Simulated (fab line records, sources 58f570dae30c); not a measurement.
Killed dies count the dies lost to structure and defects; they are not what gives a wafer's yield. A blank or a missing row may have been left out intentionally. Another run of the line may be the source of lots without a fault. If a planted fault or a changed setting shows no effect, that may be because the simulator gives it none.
The tool behind it: which one? | flow berkeleyCmos170 | 14 lots, 42 wafers sampled, at 4 steps of a route of 331

== WHAT THE GAUGES READ, wafer by wafer ==
UCB170_START_THK_MEAS_03.
lot  | measured    | on           | START_OXIDE_THK (nm)
L860 | day 1 12:37 | filmMetro-04 | 20.6 20.8 20.5
L862 | day 2 00:14 | filmMetro-03 | 20.4 20.2 20.0
L863 | day 2 04:49 | filmMetro-01 | 20.3 20.3 20.2
L864 | day 2 09:46 | filmMetro-03 | 19.8 19.9 19.8
L866 | day 2 21:01 | filmMetro-04 | 20.3 20.4 20.3
L867 | day 3 01:31 | filmMetro-03 | 20.4 20.4 20.3
L874 | day 4 11:46 | filmMetro-03 | 19.8 19.6 19.9
L875 | day 4 17:55 | filmMetro-03 | 19.9 19.7 19.5
L876 | day 4 22:01 | filmMetro-03 | 20.1 20.4 20.2
L878 | day 5 07:11 | filmMetro-01 | 19.9 20.4 20.4
L880 | day 5 22:41 | filmMetro-04 | 19.8 19.5 19.4
L881 | day 5 22:41 | filmMetro-03 | 19.4 19.2 19.0
L883 | day 6 11:18 | filmMetro-04 | 20.2 20.3 20.3
L882 | day 6 11:18 | filmMetro-03 | 19.5 19.5 19.5

UCB170_ACTIVE_CD_MEAS_13: target cd 1200 nm.
lot  | measured    | on       | cdNm (nm)
L860 | day 3 23:31 | cdSem-02 | 1200.8 1199.7 1199.7
L862 | day 4 19:31 | cdSem-02 | 1199.3 1199.1 1199.9
L864 | day 4 19:47 | cdSem-01 | 1198.6 1198.9 1199.6
L867 | day 6 00:01 | cdSem-01 | 1199.2 1198.5 1199.7
L874 | day 7 08:19 | cdSem-01 | 1199.9 1198.7 1199.2
L875 | day 7 14:53 | cdSem-01 | 1201.5 1199.7 1200.0
L876 | day 7 15:08 | cdSem-01 | 1200.9 1199.9 1200.7
L878 | day 8 01:49 | cdSem-01 | 1199.6 1198.5 1199.1
L880 | day 8 13:26 | cdSem-01 | 1200.1 1198.5 1199.9
L881 | day 8 21:54 | cdSem-01 | 1196.9 1197.6 1198.4
L883 | day 9 05:45 | cdSem-02 | 1200.5 1200.0 1199.9
L882 | day 9 05:17 | cdSem-01 | 1199.2 1200.1 1198.2

== WHICH TOOL RAN EACH LOT (tool, then ch and the chambers of the sampled wafers, then the start) ==
lot  | UCB170_NWELL_ETCH_13             | UCB170_PWELL_DEVELOP_12
L860 | rieDiel-02 ch 0,1,3, day 2 05:14 | lithoTrack-03 ch 0, day 2 22:00
L862 | rieDiel-02 ch 1,2,3, day 2 20:41 | lithoTrack-01 ch 0, day 3 16:00
L863 | rieDiel-04 ch 0,1,3, day 3 00:32 | lithoTrack-01, day 3 16:00
L864 | rieDiel-02 ch 0,1,2, day 3 00:18 | lithoTrack-03 ch 0, day 3 16:00
L866 | rieDiel-02 ch 2,3, day 3 08:53   | lithoTrack-01, day 3 22:00
L867 | rieDiel-03 ch 1,3, day 3 17:33   | lithoTrack-01 ch 0, day 4 14:00
L874 | rieDiel-04 ch 0,3, day 5 06:23   | lithoTrack-02 ch 0, day 6 05:00
L875 | rieDiel-04 ch 1,3, day 5 10:22   | lithoTrack-02 ch 0, day 6 16:00
L876 | rieDiel-02 ch 1,2,3, day 5 10:33 | lithoTrack-01 ch 0, day 6 16:00
L878 | rieDiel-04 ch 1,3, day 6 06:51   | lithoTrack-03 ch 0, day 6 23:00
L880 | rieDiel-03 ch 0,1,3, day 6 23:47 | lithoTrack-01 ch 0, day 7 15:00
L881 | rieDiel-02 ch 1,2, day 6 23:53   | lithoTrack-01 ch 0, day 7 21:00
L883 | rieDiel-02 ch 0,1, day 7 04:15   | lithoTrack-03 ch 0, day 7 22:00
L882 | rieDiel-04 ch 2,3, day 7 04:37   | lithoTrack-01 ch 0, day 7 22:00
- UCB170_NWELL_ETCH_13: etches Si3N4 in CH3F/Ar/O2, stops on SiO2, target depth 246.4 nm, time 154 s.
- UCB170_PWELL_DEVELOP_12: develop time 45 s.

== AS READ BY THE TOOLS THEMSELVES (means over the sampled wafers that have a number; for cases with no such wafer, the mark the record gives instead) ==
UCB170_NWELL_ETCH_13.
lot  | tool       | chamberPressureMTorr (mTorr) | drypumpMotorCurrentA (A) | oesProductAu (a.u.) | throttleValvePct (%)
L860 | rieDiel-02 | 49.98                        | 6.3                      | 0.936               | 8.09
L862 | rieDiel-02 | 49.99                        | 6.2                      | 0.941               | 8.10
L863 | rieDiel-04 | 49.99                        | 5.7                      | 0.944               | 8.04
L864 | rieDiel-02 | 49.98                        | 6.5                      | 0.942               | 8.18
L866 | rieDiel-02 | 50.02                        | 6.1                      | 0.927               | 8.11
L867 | rieDiel-03 | 50.01                        | 4.9                      | 0.934               | 8.01
L874 | rieDiel-04 | 49.98                        | 5.7                      | 0.937               | 8.02
L875 | rieDiel-04 | 50.00                        | 5.3                      | 0.942               | 8.07
L876 | rieDiel-02 | 49.96                        | 6.3                      | 0.932               | 8.11
L878 | rieDiel-04 | 49.98                        | 5.3                      | 0.933               | 8.08
L880 | rieDiel-03 | 49.99                        | 5.3                      | 0.929               | 8.05
L881 | rieDiel-02 | 50.05                        | 6.5                      | 0.920               | 8.20
L883 | rieDiel-02 | 49.98                        | 6.5                      | 0.932               | 8.17
L882 | rieDiel-04 | 49.98                        | 5.2                      | 0.938               | 8.00

UCB170_PWELL_DEVELOP_12.
lot  | tool          | chillPlateTempC (C) | exhaustPa (Pa)
L860 | lithoTrack-03 | 22.91               | 45.5
L862 | lithoTrack-01 | 22.91               | 46.0
L863 | lithoTrack-01 | -                   | -
L864 | lithoTrack-03 | 23.01               | 44.3
L866 | lithoTrack-01 | -                   | -
L867 | lithoTrack-01 | 22.99               | 45.3
L874 | lithoTrack-02 | 23.07               | 44.8
L875 | lithoTrack-02 | 22.95               | 44.3
L876 | lithoTrack-01 | 23.00               | 45.0
L878 | lithoTrack-03 | 22.92               | 46.1
L880 | lithoTrack-01 | 23.02               | 45.0
L881 | lithoTrack-01 | 23.02               | 45.5
L883 | lithoTrack-03 | 23.04               | 45.2
L882 | lithoTrack-01 | 22.94               | 44.7

== THE ANSWER, worked out from the rows above alone ==
Rule: usual is defined by the lots themselves. The widest of any qualifying gaps counts: lots, ordered by their means at a reading, are off when they make up no more than a third of the lots, leave a main group of 4 or more, and stand apart from it by 3 or more times the standard deviation of that group's means. A main group whose means are all the same, to the digits that the tables above print for the reading, isn't used. Also off: a lot with no number at a reading for which 4 or more lots have one. The other lots that the step has rows for count as sound. First the gauges in route order, then the tools' own readings, where a lot's mean is used as printed above. At the first step where some lot is off, the reading lying furthest off is the one used; lots without a number count as furthest.
Off at UCB170_PWELL_DEVELOP_12 (chillPlateTempC): L863, L866. Without a number there: L863, L866. Mean 22.98 C and standard deviation 0.052 in the main group.
A tool fits if, at that step or a process step before it, it ran every lot that is off, and no sound lot after the first of them. No candidate that was tried fits.

== WHAT WAS PUT IN BY THE SIMULATOR ==
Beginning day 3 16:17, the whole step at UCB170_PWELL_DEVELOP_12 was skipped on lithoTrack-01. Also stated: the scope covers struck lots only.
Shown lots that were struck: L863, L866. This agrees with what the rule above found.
